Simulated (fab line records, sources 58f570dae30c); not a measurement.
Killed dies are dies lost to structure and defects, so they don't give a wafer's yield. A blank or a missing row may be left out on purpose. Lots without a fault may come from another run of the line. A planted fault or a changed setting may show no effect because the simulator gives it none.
Tool commonality check | flow berkeley_cmos170 | 14 lots, 48 wafers sampled

WHY IT WAS OPENED
At UCB170_PLDD_TW_MEAS_11 the reading PLDD_TW is flagged on 2 of 14 lots. Wafers without a fault read 1013, standard deviation 5.4.
Rule: a lot is flagged when every wafer of it that has a number lies more than 4 standard deviations from that mean, or none has a number. The other lots count as sound.

lot  | measured     | on            | PLDD_TW, wafer by wafer       | flag
L926 | day 6 06:30  | film_metro-01 | 1008 1007 1004                |
L925 | day 6 07:12  | film_metro-02 | 1025 1020 1024                |
L927 | day 6 17:05  | film_metro-02 | 1017 1025 1026                |
L929 | day 7 05:38  | film_metro-01 | 1011 1009 1013                |
L930 | day 7 20:31  | film_metro-04 | 1008 1011 1008                |
L932 | day 7 22:13  | film_metro-02 | 1017 1019 1019                |
L936 | day 8 10:16  | film_metro-01 | 1010 1015 1008                |
L937 | day 9 01:17  | film_metro-02 | 1016 1018 1021                |
L941 | day 9 13:56  | film_metro-01 | 1008 1013 1010                |
L939 | day 9 14:13  | film_metro-04 | 1107 1110 1107 1108 1108 1115 | FLAGGED
L943 | day 9 19:08  | film_metro-01 | 1012 1007 1008                |
L940 | day 9 19:46  | film_metro-02 | 1117 1111 1115 1110 1114 1109 | FLAGGED
L947 | day 10 13:09 | film_metro-04 | 1001 1002 1005                |
L948 | day 10 13:39 | film_metro-04 | 1014 1004 1004                |
The numbers of the flagged lots are 1111 on average: +98 against the usual, or +18 standard deviations.

WHICH TOOL RAN EACH LOT
The record holds 1 process step before the reading, out of a route of 331 steps. In each cell: the tool, then ch and the chambers that the sampled wafers went through, then the start.
lot  | flag    | UCB170_PLDD_IMPLANT_08
L926 |         | implanter-02 ch 0, day 6 06:06
L925 |         | implanter-02 ch 0, day 6 06:48
L927 |         | implanter-02 ch 0, day 6 16:41
L929 |         | implanter-03 ch 0, day 7 05:14
L930 |         | implanter-03 ch 0, day 7 20:07
L932 |         | implanter-01 ch 0, day 7 21:50
L936 |         | implanter-03 ch 0, day 8 09:52
L937 |         | implanter-01 ch 0, day 9 00:55
L941 |         | implanter-02 ch 0, day 9 13:33
L939 | FLAGGED | implanter-03 ch 0, day 9 13:51
L943 |         | implanter-02 ch 0, day 9 18:42
L940 | FLAGGED | implanter-03 ch 0, day 9 19:22
L947 |         | implanter-01 ch 0, day 10 12:46
L948 |         | implanter-01 ch 0, day 10 13:15
What these steps do:
- UCB170_PLDD_IMPLANT_08
- UCB170_PLDD_TW_MEAS_11

FLAGGED OVER TOTAL, TOOL BY TOOL (the gauges that took the reading come last)
step                   | tool          | lots run | flagged | share of the flagged lots | sound lots run after its first flagged lot
UCB170_PLDD_IMPLANT_08 | implanter-01  | 4        | 0       | none                      | -
UCB170_PLDD_IMPLANT_08 | implanter-02  | 5        | 0       | none                      | -
UCB170_PLDD_IMPLANT_08 | implanter-03  | 5        | 2       | all                       | 0
UCB170_PLDD_TW_MEAS_11 | film_metro-01 | 5        | 0       | none                      | -
UCB170_PLDD_TW_MEAS_11 | film_metro-02 | 5        | 1       | some                      | 0
UCB170_PLDD_TW_MEAS_11 | film_metro-04 | 4        | 1       | some                      | 2 (L947,L948)

WHAT THE TABLE ALLOWS
1 row of the table ran every flagged lot: implanter-03 at UCB170_PLDD_IMPLANT_08.
- implanter-03 at UCB170_PLDD_IMPLANT_08: 2 of its 5 lots flagged. Its last sound lot is L936 (day 8 09:52), its first flagged lot L939 (day 9 13:51): a fault that began between those two fits. Its own readings lie more than 4 standard deviations out on every wafer of the flagged lots: beam_on_s, dose_ions_cm2, faraday_current_uA.
One tool is left: implanter-03 at UCB170_PLDD_IMPLANT_08.

WHAT THE SIMULATOR HAD PUT IN
Process parameter drift: implanter-03, from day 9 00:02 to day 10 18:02, at UCB170_PLDD_IMPLANT_08. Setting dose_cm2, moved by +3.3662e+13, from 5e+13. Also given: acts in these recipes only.
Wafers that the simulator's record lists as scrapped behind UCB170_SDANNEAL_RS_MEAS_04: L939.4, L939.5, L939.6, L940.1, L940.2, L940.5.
Lots struck among those shown: L939, L940. The rule above found the same.
